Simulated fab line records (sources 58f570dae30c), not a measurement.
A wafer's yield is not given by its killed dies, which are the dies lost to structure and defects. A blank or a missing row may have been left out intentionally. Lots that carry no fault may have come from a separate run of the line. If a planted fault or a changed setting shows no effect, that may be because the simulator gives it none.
A lot that was struck, set against a sound lot + flow berkeley cmos170 + 15 steps out of a route of 331
Sound: the wafers L366.2, L366.3, L366.6. Wafers L373.3, L373.4, L373.6 were the ones struck. At the end, the cause is stated.
Per side, at each step with rows, come the tool, then ch with its chambers, and then its first start. Under that, the readings that differ: sound wafers + struck wafers + difference of the means + sigmas: that difference in standard deviations of wafers without a fault.
alike: readings with means less than 2 such deviations apart, plus words and numbers identical on both sides. not compared: withheld readings, readings lacking a value on some wafer, bounds such as >300 that could conceal the same value, and numbers that have no deviation in the record and whose values overlap.
A row with sigmas, a row that says differs or no value, or rows on one side alone: a step with any of these is where the two part. When numbers do not overlap yet have no deviation, they are printed without sigmas and do not part them. A reading that every wafer of one side lacks parts them only if that side has two wafers or more.

UCB170_BACKSIDE_STRIP_03: strips in O2.
  sound on plasma asher-01 ch 1, day 9 12:24; struck on plasma asher-01 ch 0,1, day 10 22:41
  alike: drypump motor current A, oes product au, strip time to endpoint s
  not compared: rf hours counter h
then, 1 step without rows for these wafers: UCB170_BACKSIDE_CLEAN_04 (cleans in SPM, time 600 s).
UCB170_SDANNEAL_RTA_00: time 10 s.
  sound on rtp anneal-01 ch 0, day 9 12:41; struck on rtp anneal-02 ch 0, day 11 00:00
| reading           | sound             | struck            | difference | sigmas |
|-------------------|-------------------|-------------------|------------|--------|
| anneal temp c max | 908.7 906.3 906.2 | 902.5 904.4 904.2 | -3.4       | -2     |
  alike: lamp power pct, wafer_temp_C_max
UCB170_SDANNEAL_RTA_01: time 5 s.
  sound on rtp anneal-01 ch 0, day 9 12:45; struck on rtp anneal-02 ch 0, day 11 00:04
| reading            | sound    | struck   | difference | sigmas |
|--------------------|----------|----------|------------|--------|
| lamp power pct (%) | 38 38 38 | 32 32 32 | -6         | -2     |
  alike: anneal temp c max, wafer_temp_C_max
UCB170_SDANNEAL_RS_MEAS_02: uses a four-point probe to measure.
  struck on film metro-03, day 11 00:08; sound on film metro-02, day 9 12:49
  alike: PSD_RS
UCB170_SDANNEAL_RS_MEAS_03: uses a four-point probe to measure.
  struck on film metro-03, day 11 00:16; sound on film metro-02, day 9 12:56
  alike: NSD_RS
UCB170_SDANNEAL_RS_MEAS_04: uses a four-point probe to measure.
  struck on film metro-03, day 11 00:23; sound on film metro-02, day 9 13:04
  alike: PLDD_RS
UCB170_SDANNEAL_RS_MEAS_05: uses a four-point probe to measure.
  struck on film metro-03, day 11 00:30; sound on film metro-02, day 9 13:11
  alike: NLDD_RS
then, 1 step without rows for these wafers: UCB170_SILICIDE_PRE_CLEAN_00 (preclean etch time 60 s).
UCB170_SILICIDE_SPUTTER_01: material Ti, target thk 30 nm, time 23.77 s.
  struck on pvd sputter-04, day 11 00:38; sound on pvd sputter-01, day 9 13:21
  alike: cathode dc power W, throttle valve pct
UCB170_SILICIDE_RS_MEAS_02: uses a four-point probe to measure.
  struck on film metro-04, day 11 00:44; sound on film metro-04, day 9 13:24
  alike: SILICIDE_TI_RS
UCB170_SILICIDE_THK_MEAS_03: measures by xrf.
  struck on film metro-04, day 11 00:50; sound on film metro-04, day 9 13:31
  alike: SILICIDE_TI_THK
UCB170_SILICIDE_RTA_04: time 15 s.
  sound on rtp anneal-01 ch 0, day 9 13:34; struck on rtp anneal-01 ch 0, day 11 00:54
| reading          | sound             | struck            | difference | sigmas |
|------------------|-------------------|-------------------|------------|--------|
| wafer_temp_C_max | 652.0 651.4 651.9 | 626.0 626.2 626.9 | -25.4      | -65    |
  alike: lamp power pct
then, 1 step without rows for these wafers: UCB170_SILICIDE_WET_ETCH_05 (etches Ti in SPM, time 45 s).
UCB170_M3_PROBE_99:
  struck on prober-01, day 12 02:08; sound on prober-01, day 10 13:08
| reading                              | sound             | struck            | difference | sigmas |
|--------------------------------------|-------------------|-------------------|------------|--------|
| model.etest.ppoly line.line ohm um   | 16.04 15.55 15.93 | 21.38 21.37 21.59 | +5.61      |        |
| model.etest.npoly line.line ohm um   | 15.54 15.22 15.79 | 21.01 20.53 20.91 | +5.30      |        |
| model.etest.npoly line.width nm (nm) | 319.2 322.2 321.8 | 330.4 330 329.1   | +8.8       |        |
| model.etest.ppoly line.width nm (nm) | 318.2 319.7 321.7 | 331.3 330 328.3   | +10.0      |        |
| model.etest.ppoly line.rs ohm sq     | 5.095 5.023 5.154 | 7.019 7.04 7.043  | +1.943     |        |
| model.etest.npoly line.rs ohm sq     | 5.003 4.947 5.05  | 6.872 6.867 6.863 | +1.867     |        |
| model.etest.ppoly sal.rs ohm sq      | 4.252 4.249 4.316 | 5.625 5.627 5.665 | +1.367     |        |
| model.etest.pplus sal.line ohm um    | 5.6 5.295 5.734   | 6.725 6.777 6.757 | +1.210     |        |

## WHERE THEY PART
At UCB170_SDANNEAL_RTA_00 first; at UCB170_SILICIDE_RTA_04 last (within this record only).

WHY: the cause the simulator had injected
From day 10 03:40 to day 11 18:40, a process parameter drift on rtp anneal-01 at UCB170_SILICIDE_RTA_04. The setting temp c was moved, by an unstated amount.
